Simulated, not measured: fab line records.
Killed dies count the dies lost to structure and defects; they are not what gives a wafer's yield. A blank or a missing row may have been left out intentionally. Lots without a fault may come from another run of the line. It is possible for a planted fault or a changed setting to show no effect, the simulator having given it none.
Which tool is to blame? | flow berkeley cmos170 | 18 wafers from 6 lots sampled at 3 of the route's 331 steps

## WHAT THE GAUGES READ, wafer by wafer
UCB170_M3_RS_MEAS_02: measures by four-point-probe.
lot  | measured     | on            | M3_AL_RS (ohm/sq)
L613 | day 8 14:24  | film metro-03 | 0.0323 0.0320 0.0318
L620 | day 10 08:07 | film metro-02 | 0.0282 0.0280 0.0281 0.0282 0.0281 0.0280
L625 | day 11 11:10 | film metro-01 | 0.0323 0.0325 0.0325
L628 | day 12 19:36 | film metro-01 | 0.0317 0.0322 0.0319
L630 | day 12 22:59 | film metro-02 | 0.0320 0.0323 0.0321
L634 | day 14 01:19 | film metro-02 | 0.0322 0.0327 0.0328

## EACH LOT AND THE TOOL THAT RAN IT (in order: tool; ch and the chambers of the sampled wafers; start)
lot  | UCB170_M2_ETCH_17                  | UCB170_M3_SPUTTER_01
L613 | rie diel-03 ch 2,3, day 8 11:18    | pvd sputter-04, day 8 14:19
L620 | rie diel-02 ch 0,2, day 10 04:42   | pvd sputter-02, day 10 07:59
L625 | rie diel-04 ch 1,3, day 11 07:52   | pvd sputter-04, day 11 11:04
L628 | rie diel-04 ch 0,1,3, day 12 16:11 | pvd sputter-03, day 12 19:30
L630 | rie diel-03 ch 0,1,2, day 12 19:31 | pvd sputter-04, day 12 22:55
L634 | rie diel-03 ch 1,2,3, day 13 22:19 | pvd sputter-03, day 14 01:14
- UCB170_M2_ETCH_17: etches BARC in N2/H2.
- UCB170_M3_SPUTTER_01: material Al, target thk 900 nm, time 120 s.

## THE ANSWER, worked out from the rows above alone
Rule: the usual values come from the lots themselves. Put in order of their means at a reading, lots are off if they are a third of the lots or fewer, leave a main group of 4 or more, and stand apart from it by a gap of 3 or more times the standard deviation of the main group's means; of several such gaps the widest counts. A main group whose means are all the same, to the digits that the tables above print for the reading, isn't used. A lot without any number at a reading at which 4 lots or more have one is off too. Where the step has rows for the other lots, those lots are counted as sound.
Off: at UCB170_M3_RS_MEAS_02 (M3_AL_RS), L620. The main group has a mean of 0.0322 ohm/sq with a standard deviation of 0.00024.
A tool fits if, at a process step before that reading, it ran every lot that is off, and no sound lot after the first of them. Those tools and the gauges at UCB170_M3_RS_MEAS_02 are tried in the same way. 2 tools fit, rie diel-02 at UCB170_M2_ETCH_17 and pvd sputter-02 at UCB170_M3_SPUTTER_01, so this cannot tell which one it is.

## WHAT THE SIMULATOR HAD PUT IN
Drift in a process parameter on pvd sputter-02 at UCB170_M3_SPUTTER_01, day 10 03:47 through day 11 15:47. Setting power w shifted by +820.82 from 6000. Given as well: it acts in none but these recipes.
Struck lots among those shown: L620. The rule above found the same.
